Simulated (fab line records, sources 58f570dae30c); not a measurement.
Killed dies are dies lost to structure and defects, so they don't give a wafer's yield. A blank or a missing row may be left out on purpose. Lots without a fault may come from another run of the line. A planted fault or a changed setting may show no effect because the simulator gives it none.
A struck lot beside a sound one | flow berkeley_cmos170 | 14 steps out of a route of 331
Sound: wafers L139.1, L139.3, L139.6. Struck: wafers L152.2, L152.3, L152.6. The cause comes at the end.
At each step with rows: each side's tool, then ch and its chambers, then its first start. Under that, the readings that differ: sound wafers | struck wafers | difference of the means | sigmas: that difference in standard deviations of wafers without a fault.
alike: readings whose means differ by less than 2 such deviations, and words and numbers that are the same on both sides. not compared: withheld readings, readings that some wafer has no value for, bounds like >300 that may hide the same value, and numbers for which the record gives no deviation and whose values overlap.
The two part at a step that has a row with sigmas, a row that says differs or no value, or rows on one side only. Numbers that don't overlap but have no deviation are shown without sigmas and don't part them. A reading that every wafer of one side lacks parts them only if that side has two wafers or more.

first, 4 steps without rows for these wafers: UCB170_NWELL_WET_ETCH_19 (etches SiO2 in BOE, time 22 s); UCB170_PWELL_CLEAN_00 (cleans in SPM, time 600 s); UCB170_PWELL_CLEAN_01 (cleans in dHF, time 60 s); UCB170_PWELL_OXIDATION_02 (target thk 26.4 nm, ox time 1260 s).
UCB170_PWELL_THK_MEAS_03:
  sound on film_metro-02, day 2 15:01; struck on film_metro-04, day 5 09:47
  alike: PWELL_OXIDE_THK
then, 2 steps without rows for these wafers: UCB170_PWELL_ANNEAL_04 (time 900 s); UCB170_PWELL_CVD_05 (deposits Si3N4 from SiH2Cl2/NH3, target thk 220 nm, time 3300 s).
UCB170_PWELL_THK_MEAS_06:
  sound on film_metro-04, day 2 21:26; struck on film_metro-01, day 5 18:16
  alike: PWELL_NITRIDE_THK
then, 4 steps without rows for these wafers: UCB170_PWELL_HMDS_07 (prime time 60 s); UCB170_PWELL_COAT_08 (resist thk 900 nm); UCB170_PWELL_SOFTBAKE_09 (time 60 s); UCB170_PWELL_EXPOSE_10 (exposes mask PWELL, target cd 3000 nm).
UCB170_PWELL_PEB_11:
  sound on litho_track-03 ch 0, day 2 22:41; struck on litho_track-03, day 5 19:14
  no value came back on the struck wafers for chill_plate_temp_C (C), exhaust_pa (Pa); on the sound wafers chill_plate_temp_C (C) reads 23.00 22.90 22.97
then, 1 step without rows for these wafers: UCB170_PWELL_DEVELOP_12 (develop time 45 s).

WHERE THEY PART
Only at UCB170_PWELL_PEB_11, within this record.

WHY: what the simulator had put in
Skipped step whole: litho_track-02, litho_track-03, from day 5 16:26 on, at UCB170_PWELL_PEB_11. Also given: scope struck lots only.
